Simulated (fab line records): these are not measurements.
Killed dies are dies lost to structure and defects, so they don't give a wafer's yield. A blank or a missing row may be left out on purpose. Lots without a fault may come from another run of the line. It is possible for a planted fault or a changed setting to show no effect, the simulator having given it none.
fab line records	flow berkeley_cmos170	part 1 of 2: steps 1 to 29 of 39
[record] lots = 5	wafers = 15	last_day = 12
route steps=331 shown NWELL@14 PWELL@34
lots untouched by any fault: they come from a run of this same line in which no faults occurred
start_h: hours from the record's first day to the start of the lot's first wafer shown	wait_h: hours from the lot's prior step to this one	" same as the row above	L1.1+2: several wafers, shown together as one row	- value missing, or start not given	* or withheld: withheld	< > ~ a bound
route shown NAME@n: names a module that has steps shown in the file, with the first one's number in the route	usual: the fault-free wafers' mean and standard deviation	same: alike in all rows	chamber/n: place in a boat	sites: the reading at each site	_std_site: standard deviation of those values	_edge_site: inner sites' mean taken away from outer sites' mean	radius_mm: for every site, how far away it sits from the centre of the wafer	mask NAME#n: copy n	behind: the last tool/chamber to shape the wafer	hold: the reason the lot was held/the length of the hold in hours/how it ended	device: the n, p or np transistor that did not switch	end of line: tests of these same wafers at the route's end	a step without rows: its recipe alone	killed: not the wafer's yield, but the dies lost to structure and defects at the first sort	map: a wafer's dies, x killed, . not, _ none there
set.NAME: the setting that was run; set.NAME@STEP: the one run at that earlier step	model.NAME: the simulator's own value behind a step, which no gauge read
lots at selected steps of the route; one table per step, one row per wafer
services: a tool's chamber out of use, with start hour (start_h, from the record's first day; less than 0 if before it), hours out, and reason
[[steps]]
[step UCB170_NWELL_WET_ETCH_00]
[recipe] chemistry = dHF	dilution = 25:1	target = SiO2	temp_c = 25	time_s = 200
lot.wafer	tool	chamber	start_h	wait_h
L076.2+5+6	wet_bench-02	3	29.41	0.1
L081.1+2+6	wet_bench-01	2	52.37	0.1
L088.1+2+6	wet_bench-01	0	102.23	0.2
L091.1+2+5	wet_bench-03	0	115.96	2.8
L094.1+5+6	wet_bench-01	3	119.40	0.1
[step UCB170_NWELL_OXIDATION_01]
[recipe] temp_c = 1000	ambient = O2	target_thk_a = 264	ox_time_s = 1260
lot.wafer	tool	chamber	start_h	wait_h
L076.2+5+6	furnace-01	0	30.90	1.4
L081.1+2+6	furnace-02	0	66.65	14.2
L088.1+2+6	furnace-02	0	108.46	6.2
L091.1+2+5	furnace-01	0	117.72	1.7
L094.1+5+6	furnace-02	0	122.91	3.4
[step UCB170_NWELL_THK_MEAS_02]
[recipe] reads = SiO2_of_NWELL_OXIDATION_01
[usual] NWELL_OXIDE_THK = 26.1/0.43
lot.wafer	tool	chamber	start_h	wait_h	NWELL_OXIDE_THK[nm]
L076.2	film_metro-02	-	32.29	0.0	26.6
L076.5	"	-	"	"	26.6
L076.6	"	-	"	"	26.7
L081.1	film_metro-02	-	68.06	0.1	25.5
L081.2	"	-	"	"	26.1
L081.6	"	-	"	"	26.1
L088.1	film_metro-03	-	109.81	0.0	26.0
L088.2	"	-	"	"	26.5
L088.6	"	-	"	"	26.1
L091.1	film_metro-01	-	119.07	0.0	25.8
L091.2	"	-	"	"	25.7
L091.5	"	-	"	"	25.4
L094.1	film_metro-01	-	124.26	0.0	26.6
L094.5	"	-	"	"	26.6
L094.6	"	-	"	"	26.6
[step UCB170_NWELL_ANNEAL_03]
[recipe] temp_c = 1000	time_s = 900	ambient = N2
lot.wafer	tool	chamber	start_h	wait_h
L076.2+5+6	furnace-02	0	39.33	7.0
L081.1+2+6	furnace-04	0	74.14	6.1
L088.1+2+6	furnace-01	0	114.97	5.1
L091.1+2+5	furnace-01	0	122.40	3.3
L094.1+5+6	furnace-01	0	128.93	4.7
[step UCB170_NWELL_CVD_04]
[recipe] material = Si3N4	target_thk_nm = 224	temp_c = 800	precursor = SiH2Cl2/NH3	time_s = 3360	pressure_mtorr = 200	sih2cl2_flow_sccm = 25	nh3_flow_sccm = 75
[usual] susceptor_temp_C = 800.0/0.34
lot.wafer	tool	chamber	start_h	wait_h	susceptor_temp_C
L076.2	lpcvd-02	1	40.58	0.0	799.9
L076.5	"	1	"	"	800.2
L076.6	"	1	"	"	799.3
L081.1	lpcvd-01	0	75.39	0.0	800.0
L081.2	"	0	"	"	799.6
L081.6	"	0	"	"	800.3
L088.1	lpcvd-01	1	116.22	0.0	800.2
L088.2	"	1	"	"	800.3
L088.6	"	1	"	"	800.1
L091.1	lpcvd-02	0	123.65	0.0	799.8
L091.2	"	0	"	"	799.7
L091.5	"	0	"	"	799.8
L094.1	lpcvd-01	1	130.18	0.0	799.7
L094.5	"	1	"	"	799.7
L094.6	"	1	"	"	799.6
[step UCB170_NWELL_THK_MEAS_05]
[recipe] reads = Si3N4_of_NWELL_CVD_04
[usual] NWELL_NITRIDE_THK = 222.0/2
lot.wafer	tool	chamber	start_h	wait_h	NWELL_NITRIDE_THK[nm]
L076.2	film_metro-01	-	42.53	0.0	222.8
L076.5	"	-	"	"	221.7
L076.6	"	-	"	"	222.1
L081.1	film_metro-01	-	77.32	0.0	221.8
L081.2	"	-	"	"	222.0
L081.6	"	-	"	"	220.6
L088.1	film_metro-02	-	118.15	0.0	221.4
L088.2	"	-	"	"	220.3
L088.6	"	-	"	"	219.4
L091.1	film_metro-02	-	126.55	0.0	226.8
L091.2	"	-	"	"	226.8
L091.5	"	-	"	"	224.2
L094.1	film_metro-01	-	132.12	0.0	220.8
L094.5	"	-	"	"	221.2
L094.6	"	-	"	"	222.1
[step UCB170_NWELL_HMDS_06]
[recipe] prime_time_s = 60	prime_temp_c = 100
[usual] chill_plate_temp_C = 22.99/0.11
lot.wafer	tool	chamber	start_h	wait_h	chill_plate_temp_C
L076.2	litho_track-02	0	42.60	0.1	22.97
L076.5	"	0	"	"	22.95
L076.6	"	0	"	"	22.92
L081.1	litho_track-04	0	77.62	0.3	22.86
L081.2	"	0	"	"	22.99
L081.6	"	0	"	"	23.01
L088.1	litho_track-02	0	118.21	0.1	22.85
L088.2	"	0	"	"	22.95
L088.6	"	0	"	"	22.92
L091.1	litho_track-04	0	126.61	0.1	23.15
L091.2	"	0	"	"	23.23
L091.5	"	0	"	"	23.06
L094.1	litho_track-02	0	132.18	0.1	22.79
L094.5	"	0	"	"	22.88
L094.6	"	0	"	"	22.86
[step UCB170_NWELL_COAT_07]
[recipe] resist = KrF	spin_rpm = 1500	resist_thk_nm = 900
[usual] chill_plate_temp_C = 22.99/0.1
lot.wafer	tool	chamber	start_h	wait_h	chill_plate_temp_C
L076.2	litho_track-02	0	42.75	0.1	22.87
L076.5	"	0	"	"	22.95
L076.6	"	0	"	"	22.98
L081.1	litho_track-04	0	77.77	0.1	23.05
L081.2	"	0	"	"	22.92
L081.6	"	0	"	"	22.94
L088.1	litho_track-02	0	118.36	0.1	22.89
L088.2	"	0	"	"	22.83
L088.6	"	0	"	"	22.96
L091.1	litho_track-04	0	126.76	0.1	23.03
L091.2	"	0	"	"	22.99
L091.5	"	0	"	"	23.08
L094.1	litho_track-02	0	132.33	0.1	22.97
L094.5	"	0	"	"	22.98
L094.6	"	0	"	"	23.03
[step UCB170_NWELL_SOFTBAKE_08]
[recipe] resist = KrF	temp_c = 130	time_s = 60
[usual] chill_plate_temp_C = 23.02/0.11	plate_temp_C = 129.97/0.13
lot.wafer	tool	chamber	start_h	wait_h	chill_plate_temp_C	plate_temp_C
L076.2	litho_track-02	0	42.90	0.1	23.01	130.02
L076.5	"	0	"	"	22.99	130.07
L076.6	"	0	"	"	23.00	129.94
L081.1	litho_track-04	0	77.92	0.1	22.97	129.96
L081.2	"	0	"	"	22.93	129.99
L081.6	"	0	"	"	23.00	129.92
L088.1	litho_track-02	0	118.51	0.1	22.97	129.89
L088.2	"	0	"	"	23.00	129.80
L088.6	"	0	"	"	23.12	129.91
L091.1	litho_track-04	0	126.91	0.1	22.85	129.82
L091.2	"	0	"	"	23.03	130.10
L091.5	"	0	"	"	23.05	129.81
L094.1	litho_track-02	0	132.48	0.1	23.09	130.14
L094.5	"	0	"	"	23.00	130.13
L094.6	"	0	"	"	23.10	130.17
[step UCB170_NWELL_EXPOSE_09]
[recipe] mask_id = NWELL	target_cd_nm = 3000	na = 0.5	sigma_outer = 0.6	source_shape = conventional	dose_mj = 25
lot.wafer	tool	chamber	start_h	wait_h	mask
L076.2+5+6	krf_scanner-02	0	43.29	0.4	NWELL#0
L081.1+2+6	krf_scanner-02	0	78.35	0.4	NWELL#0
L088.1+2+6	krf_scanner-02	0	118.78	0.2	NWELL#0
L091.1+2+5	krf_scanner-01	0	127.06	0.1	NWELL#0
L094.1+5+6	krf_scanner-01	0	132.87	0.4	NWELL#0
[step UCB170_NWELL_PEB_10]
[recipe] peb_temp_c = 130	peb_time_s = withheld	resist = KrF
[usual] chill_plate_temp_C = 23.04/0.11	plate_temp_C = 130.00/0.13
lot.wafer	tool	chamber	start_h	wait_h	chill_plate_temp_C	plate_temp_C
L076.2	litho_track-03	0	43.75	0.4	22.96	130.08
L076.5	"	0	"	"	23.01	129.91
L076.6	"	0	"	"	22.86	129.78
L081.1	litho_track-02	0	79.00	0.6	23.12	130.28
L081.2	"	0	"	"	23.12	130.11
L081.6	"	0	"	"	23.03	130.12
L088.1	litho_track-04	0	119.56	0.8	23.01	130.02
L088.2	"	0	"	"	23.15	129.93
L088.6	"	0	"	"	23.09	130.01
L091.1	litho_track-04	0	127.51	0.4	22.90	130.20
L091.2	"	0	"	"	22.97	129.93
L091.5	"	0	"	"	23.14	129.87
L094.1	litho_track-04	0	133.35	0.5	22.97	129.91
L094.5	"	0	"	"	22.98	130.02
L094.6	"	0	"	"	22.96	130.04
[step UCB170_NWELL_DEVELOP_11]
[recipe] developer = TMAH	develop_time_s = 45	resist = KrF	dev_temp_c = 21
[usual] chill_plate_temp_C = 22.97/0.11
lot.wafer	tool	chamber	start_h	wait_h	chill_plate_temp_C
L076.2	litho_track-03	0	-	-	22.92
L076.5	"	0	"	"	22.96
L076.6	"	0	"	"	22.94
L081.1	litho_track-02	0	-	-	23.02
L081.2	"	0	"	"	23.17
L081.6	"	0	"	"	23.23
L088.1	litho_track-04	0	-	-	22.93
L088.2	"	0	"	"	22.94
L088.6	"	0	"	"	22.87
L091.1	litho_track-04	0	-	-	23.04
L091.2	"	0	"	"	22.97
L091.5	"	0	"	"	22.81
L094.1	litho_track-04	0	-	-	23.02
L094.5	"	0	"	"	22.92
L094.6	"	0	"	"	23.20
[step UCB170_NWELL_OVL_MEAS_12]
[usual] NWELL_OVL = -1/5.6
lot.wafer	tool	chamber	start_h	wait_h	NWELL_OVL[nm]
L076.2	overlay-02	-	44.00	-	-2
L076.5	"	-	"	"	-2
L076.6	"	-	"	"	1
L081.1	overlay-01	-	79.28	-	-10
L081.2	"	-	"	"	-9
L081.6	"	-	"	"	-2
L088.1	overlay-01	-	119.83	-	-5
L088.2	"	-	"	"	-7
L088.6	"	-	"	"	1
L091.1	overlay-01	-	127.78	-	-2
L091.2	"	-	"	"	-6
L091.5	"	-	"	"	3
L094.1	overlay-01	-	133.63	-	-8
L094.5	"	-	"	"	-6
L094.6	"	-	"	"	-8
[step UCB170_NWELL_ETCH_13]
[recipe] chemistry = CH3F/Ar/O2	target = Si3N4	stop_on = SiO2	CH3F_flow_sccm = 20	Ar_flow_sccm = 50	O2_flow_sccm = 7	pressure_mtorr = 50	rf_w = 450	target_depth_a = 2464	over_etch_frac = 0.1	time_s = 154
[usual] drypump_motor_current_A = 5.75/0.23	oes_product_au = 0.934/0.016	throttle_valve_pct = 8.06/0.14
lot.wafer	tool	chamber	start_h	wait_h	drypump_motor_current_A	oes_product_au	rf_hours_counter_h	throttle_valve_pct
L076.2	rie_diel-03	1	44.03	0.0	6.30	0.956	160	7.82
L076.5	"	2	"	"	5.47	0.925	-	8.25
L076.6	"	3	"	"	5.52	0.921	-	8.06
L081.1	rie_diel-02	0	79.31	0.0	5.66	0.932	37	8.03
L081.2	"	3	"	"	5.58	0.968	9	8.16
L081.6	"	3	"	"	5.58	0.958	-	8.16
L088.1	rie_diel-01	1	119.87	0.0	5.89	0.926	1	8.17
L088.2	"	0	"	"	6.09	0.921	94	7.76
L088.6	"	3	"	"	5.81	0.913	-	8.13
L091.1	rie_diel-03	3	127.82	0.0	5.52	0.939	10	8.06
L091.2	"	0	"	"	5.92	0.929	136	8.06
L091.5	"	1	"	"	6.24	0.943	-	7.83
L094.1	rie_diel-01	3	133.66	0.0	5.77	0.923	49	8.13
L094.5	"	3	"	"	5.81	0.925	-	8.13
L094.6	"	1	"	"	5.91	0.939	-	8.16
[step UCB170_NWELL_IMPLANT_14]
[recipe] species = P	dose_cm2 = 1e+13	energy_kev = 148.9	tilt_deg = 7
[usual] end_station_pressure_torr = 5.02e-06/3e-07
lot.wafer	tool	chamber	start_h	wait_h	end_station_pressure_torr
L076.2	implanter-01	0	44.16	0.1	5.16e-06
L076.5	"	0	"	"	4.97e-06
L076.6	"	0	"	"	4.97e-06
L081.1	implanter-03	0	79.42	0.1	5.37e-06
L081.2	"	0	"	"	4.9e-06
L081.6	"	0	"	"	4.67e-06
L088.1	implanter-04	0	119.97	0.1	5.82e-06
L088.2	"	0	"	"	5.22e-06
L088.6	"	0	"	"	5.1e-06
L091.1	implanter-01	0	127.92	0.1	5.3e-06
L091.2	"	0	"	"	4.6e-06
L091.5	"	0	"	"	4.94e-06
L094.1	implanter-01	0	133.76	0.1	4.98e-06
L094.5	"	0	"	"	5e-06
L094.6	"	0	"	"	5.28e-06
[step UCB170_NWELL_STRIP_15]
[recipe] chemistry = O2	power_w = 400	pressure_mtorr = 3500	platen_temp_c = withheld	o2_flow_sccm = 400	overash_fraction = 0.5
[usual] drypump_motor_current_A = 6.2/0.47	oes_product_au = 0.721/0.0042	strip_time_to_endpoint_s = 17.99/0.079
lot.wafer	tool	chamber	start_h	wait_h	drypump_motor_current_A	oes_product_au	rf_hours_counter_h	strip_time_to_endpoint_s
L076.2	plasma_asher-02	1	44.29	0.1	5.2	0.715	28	17.97
L076.5	"	0	"	"	6.6	0.723	-	18.15
L076.6	"	1	"	"	5.3	0.722	-	18.02
L081.1	plasma_asher-01	0	79.57	0.1	6.0	0.725	26	17.87
L081.2	"	1	"	"	6.2	0.717	26	17.95
L081.6	"	1	"	"	6.3	0.719	-	17.91
L088.1	plasma_asher-03	0	120.12	0.1	6.0	0.720	41	17.99
L088.2	"	1	"	"	6.8	0.723	41	17.95
L088.6	"	0	"	"	6.0	0.710	-	17.98
L091.1	plasma_asher-02	0	128.07	0.1	6.6	0.722	37	18.01
L091.2	"	1	"	"	5.3	0.724	37	18.08
L091.5	"	1	"	"	5.2	0.726	-	18.05
L094.1	plasma_asher-03	0	133.91	0.1	6.0	0.726	44	18.04
L094.5	"	1	"	"	6.8	0.727	-	18.12
L094.6	"	0	"	"	6.0	0.713	-	18.00
[step UCB170_NWELL_TW_MEAS_16]
[usual] NWELL_TW = 1250/6
lot.wafer	tool	chamber	start_h	wait_h	NWELL_TW
L076.2	film_metro-02	-	44.40	0.1	1248
L076.5	"	-	"	"	1246
L076.6	"	-	"	"	1252
L081.1	film_metro-02	-	79.67	0.1	1256
L081.2	"	-	"	"	1261
L081.6	"	-	"	"	1239
L088.1	film_metro-03	-	120.22	0.1	1254
L088.2	"	-	"	"	1243
L088.6	"	-	"	"	1249
L091.1	film_metro-01	-	128.17	0.1	1247
L091.2	"	-	"	"	1253
L091.5	"	-	"	"	1244
L094.1	film_metro-01	-	134.01	0.1	1246
L094.5	"	-	"	"	1249
L094.6	"	-	"	"	1252
[step UCB170_NWELL_CLEAN_17]
[recipe] chemistry = SPM	temp_c = 120	time_s = 600
lot.wafer	tool	chamber	start_h	wait_h
L076.2+5+6	wet_bench-01	0	47.15	2.7
L081.1+2+6	wet_bench-01	0	79.81	0.1
L088.1+2+6	wet_bench-02	1	120.28	0.1
L091.1+2+5	wet_bench-03	0	128.23	0.1
L094.1+5+6	wet_bench-02	3	134.07	0.1
[step UCB170_NWELL_WET_ETCH_18]
[recipe] chemistry = H3PO4	target = Si3N4	temp_c = 160	time_s = 14400
lot.wafer	tool	chamber	start_h	wait_h
L076.2+5+6	wet_bench-02	0	47.47	0.1
L081.1+2+6	wet_bench-01	0	80.33	0.3
L088.1+2+6	wet_bench-01	3	120.47	0.0
L091.1+2+5	wet_bench-03	1	128.41	0.0
L094.1+5+6	wet_bench-02	0	134.29	0.0
[step UCB170_NWELL_WET_ETCH_19]
[recipe] chemistry = BOE	dilution = 5:1	target = SiO2	temp_c = 25	time_s = 22
lot.wafer	tool	chamber	start_h	wait_h
L076.2+5+6	wet_bench-03	1	55.48	0.0
L081.1+2+6	wet_bench-03	3	84.34	0.0
L088.1+2+6	wet_bench-01	2	125.00	0.5
L091.1+2+5	wet_bench-01	2	132.42	0.0
L094.1+5+6	wet_bench-03	1	139.01	0.3
[step UCB170_PWELL_CLEAN_00]
[recipe] chemistry = SPM	temp_c = 120	time_s = 600
lot.wafer	tool	chamber	start_h	wait_h
L076.2+5+6	wet_bench-01	3	55.50	0.0
L081.1+2+6	wet_bench-01	3	84.35	0.0
L088.1+2+6	wet_bench-02	2	125.31	0.3
L091.1+2+5	wet_bench-01	3	132.43	0.0
L094.1+5+6	wet_bench-02	3	139.05	0.0
[step UCB170_PWELL_CLEAN_01]
[recipe] chemistry = dHF	dilution = 25:1	time_s = 60
lot.wafer	tool	chamber	start_h	wait_h
L076.2+5+6	wet_bench-02	3	55.67	0.0
L081.1+2+6	wet_bench-03	1	84.53	0.0
L088.1+2+6	wet_bench-03	1	125.49	0.0
L091.1+2+5	wet_bench-01	1	132.61	0.0
L094.1+5+6	wet_bench-02	3	139.24	0.0
[step UCB170_PWELL_OXIDATION_02]
[recipe] temp_c = 1000	ambient = O2	target_thk_a = 264	ox_time_s = 1260
lot.wafer	tool	chamber	start_h	wait_h
L076.2+5+6	furnace-02	0	62.55	6.8
L081.1+2+6	furnace-04	0	96.59	12.0
L088.1+2+6	furnace-02	0	130.51	5.0
L091.1+2+5	furnace-02	0	137.46	4.8
L094.1+5+6	furnace-02	0	144.56	5.3
[step UCB170_PWELL_THK_MEAS_03]
[recipe] reads = SiO2_of_PWELL_OXIDATION_02
[usual] PWELL_OXIDE_THK = 26.2/0.5
lot.wafer	tool	chamber	start_h	wait_h	PWELL_OXIDE_THK[nm]
L076.2	film_metro-02	-	63.91	0.0	25.6
L076.5	"	-	"	"	24.9
L076.6	"	-	"	"	25.3
L081.1	film_metro-01	-	97.94	0.0	26.8
L081.2	"	-	"	"	26.9
L081.6	"	-	"	"	26.4
L088.1	film_metro-02	-	131.86	0.0	26.0
L088.2	"	-	"	"	26.4
L088.6	"	-	"	"	26.2
L091.1	film_metro-01	-	138.81	0.0	25.5
L091.2	"	-	"	"	25.9
L091.5	"	-	"	"	26.2
L094.1	film_metro-04	-	145.91	0.0	26.1
L094.5	"	-	"	"	26.0
L094.6	"	-	"	"	25.9
[step UCB170_PWELL_ANNEAL_04]
[recipe] temp_c = 1000	time_s = 900	ambient = N2
lot.wafer	tool	chamber	start_h	wait_h
L076.2+5+6	furnace-04	0	71.55	7.6
L081.1+2+6	furnace-02	0	105.54	7.6
L088.1+2+6	furnace-02	0	136.21	4.3
L091.1+2+5	furnace-04	0	143.91	5.1
L094.1+5+6	furnace-04	0	152.35	6.4
[step UCB170_PWELL_CVD_05]
[recipe] material = Si3N4	target_thk_nm = 220	temp_c = 800	precursor = SiH2Cl2/NH3	time_s = 3300	pressure_mtorr = 200	sih2cl2_flow_sccm = 25	nh3_flow_sccm = 75
[usual] susceptor_temp_C = 800.0/0.35
lot.wafer	tool	chamber	start_h	wait_h	susceptor_temp_C
L076.2	lpcvd-01	0	72.80	0.0	800.6
L076.5	"	0	"	"	800.2
L076.6	"	0	"	"	800.6
L081.1	lpcvd-02	0	106.79	0.0	800.2
L081.2	"	0	"	"	800.0
L081.6	"	0	"	"	800.0
L088.1	lpcvd-01	0	137.46	0.0	799.6
L088.2	"	0	"	"	799.9
L088.6	"	0	"	"	799.8
L091.1	lpcvd-01	1	145.85	0.7	800.0
L091.2	"	1	"	"	800.3
L091.5	"	1	"	"	800.4
L094.1	lpcvd-01	1	153.60	0.0	799.3
L094.5	"	1	"	"	799.7
L094.6	"	1	"	"	799.8
[step UCB170_PWELL_THK_MEAS_06]
[recipe] reads = Si3N4_of_PWELL_CVD_05
[usual] PWELL_NITRIDE_THK = 218.4/1.8
lot.wafer	tool	chamber	start_h	wait_h	PWELL_NITRIDE_THK[nm]
L076.2	film_metro-02	-	74.73	0.0	217.9
L076.5	"	-	"	"	216.1
L076.6	"	-	"	"	217.9
L081.1	film_metro-01	-	108.77	0.1	218.8
L081.2	"	-	"	"	217.1
L081.6	"	-	"	"	218.4
L088.1	film_metro-04	-	139.38	0.0	218.4
L088.2	"	-	"	"	217.2
L088.6	"	-	"	"	218.3
L091.1	film_metro-02	-	147.76	0.0	216.9
L091.2	"	-	"	"	218.6
L091.5	"	-	"	"	216.8
L094.1	film_metro-01	-	155.51	0.0	219.3
L094.5	"	-	"	"	218.6
L094.6	"	-	"	"	218.1
[step UCB170_PWELL_HMDS_07]
[recipe] prime_time_s = 60	prime_temp_c = 100
[usual] chill_plate_temp_C = 22.99/0.087
lot.wafer	tool	chamber	start_h	wait_h	chill_plate_temp_C
L076.2	litho_track-01	0	75.03	0.3	22.92
L076.5	"	0	"	"	23.09
L076.6	"	0	"	"	23.07
L081.1	litho_track-01	0	109.50	0.7	23.04
L081.2	"	0	"	"	23.18
L081.6	"	0	"	"	22.88
L088.1	litho_track-04	0	139.80	0.4	22.97
L088.2	"	0	"	"	22.95
L088.6	"	0	"	"	23.10
L091.1	litho_track-01	0	147.94	0.2	22.99
L091.2	"	0	"	"	23.11
L091.5	"	0	"	"	23.05
L094.1	litho_track-03	0	155.77	0.3	22.93
L094.5	"	0	"	"	22.96
L094.6	"	0	"	"	23.02
[step UCB170_PWELL_COAT_08]
[recipe] resist = KrF	spin_rpm = 1500	resist_thk_nm = 900
[usual] chill_plate_temp_C = 22.99/0.11
lot.wafer	tool	chamber	start_h	wait_h	chill_plate_temp_C
L076.2	litho_track-01	0	75.18	0.1	23.01
L076.5	"	0	"	"	22.96
L076.6	"	0	"	"	22.96
L081.1	litho_track-01	0	109.65	0.1	22.75
L081.2	"	0	"	"	22.91
L081.6	"	0	"	"	22.82
L088.1	litho_track-04	0	139.95	0.1	23.02
L088.2	"	0	"	"	23.18
L088.6	"	0	"	"	23.04
L091.1	litho_track-01	0	148.09	0.1	22.96
L091.2	"	0	"	"	22.96
L091.5	"	0	"	"	23.05
L094.1	litho_track-03	0	155.92	0.1	23.02
L094.5	"	0	"	"	22.96
L094.6	"	0	"	"	22.80
